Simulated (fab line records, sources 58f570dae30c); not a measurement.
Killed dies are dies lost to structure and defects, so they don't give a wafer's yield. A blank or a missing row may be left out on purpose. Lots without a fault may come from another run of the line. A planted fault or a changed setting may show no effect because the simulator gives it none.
One fault seen from 2 desks | flow berkeley_cmos170 | each desk has only its own numbers; what lay behind them comes last

THE TOOL OWNER'S DESK: rie_diel-03
The tool's own readings at UCB170_PWELL_ETCH_14 (etches Si3N4 in CH3F/Ar/O2, stops on SiO2, target depth 242 nm, time 151 s): means of the sampled wafers that have a number, for each lot that ran on this tool. A lot is out of limits, marked OUT, if its mean lies more than 4 standard deviations from the usual mean; the brackets give that distance.
Columns: A = CH3F_flow_sccm at UCB170_PWELL_ETCH_14, usual 20.01 sccm; B = drypump_motor_current_A at UCB170_PWELL_ETCH_14, usual 5.5 A; C = oes_product_au at UCB170_PWELL_ETCH_14, usual 0.941 a.u.; D = throttle_valve_pct at UCB170_PWELL_ETCH_14, usual 8.06 %
lot  | first seen here | A     | B   | C     | D
L627 | day 3 05:49     | 20.03 | 5.0 | 0.928 | 8.03
L636 | day 5 02:19     | 19.96 | 5.3 | 0.899 | 8.00
L638 | day 5 09:41     | 19.99 | 5.5 | 0.916 | 8.09
L648 | day 7 20:49     | 19.99 | 5.2 | 0.949 | 8.07
L649 | day 8 02:49     | 20.01 | 5.6 | 0.953 | 8.04
This desk's finding: nothing out of limits on any of the 5 lots.

THE METROLOGY DESK
What the gauges read, lot by lot, whatever tool the lot ran on: means of the sampled wafers that have a number. A lot is out of limits, marked OUT, if its mean lies more than 4 standard deviations from the usual mean; the brackets give that distance.
Columns: A = PVT_TW at UCB170_PVT_TW_MEAS_09, usual 508
lot  | first seen here | A
L627 | day 5 17:08     | 513
L626 | day 5 17:58     | 503
L628 | day 5 20:24     | 501
L634 | day 7 07:30     | 500
L636 | day 7 12:02     | 511
L638 | day 7 18:37     | 511
L641 | day 8 13:26     | 499
L646 | day 9 17:32     | 502
L645 | day 9 17:41     | 517
L648 | day 10 05:31    | 511
L649 | day 10 16:31    | 500
This desk's finding: nothing out of limits on any of the 11 lots.

PUT TOGETHER
The tool owner's desk saw nothing out of limits.
The metrology desk saw nothing out of limits.

WHAT THE SIMULATOR HAD PUT IN
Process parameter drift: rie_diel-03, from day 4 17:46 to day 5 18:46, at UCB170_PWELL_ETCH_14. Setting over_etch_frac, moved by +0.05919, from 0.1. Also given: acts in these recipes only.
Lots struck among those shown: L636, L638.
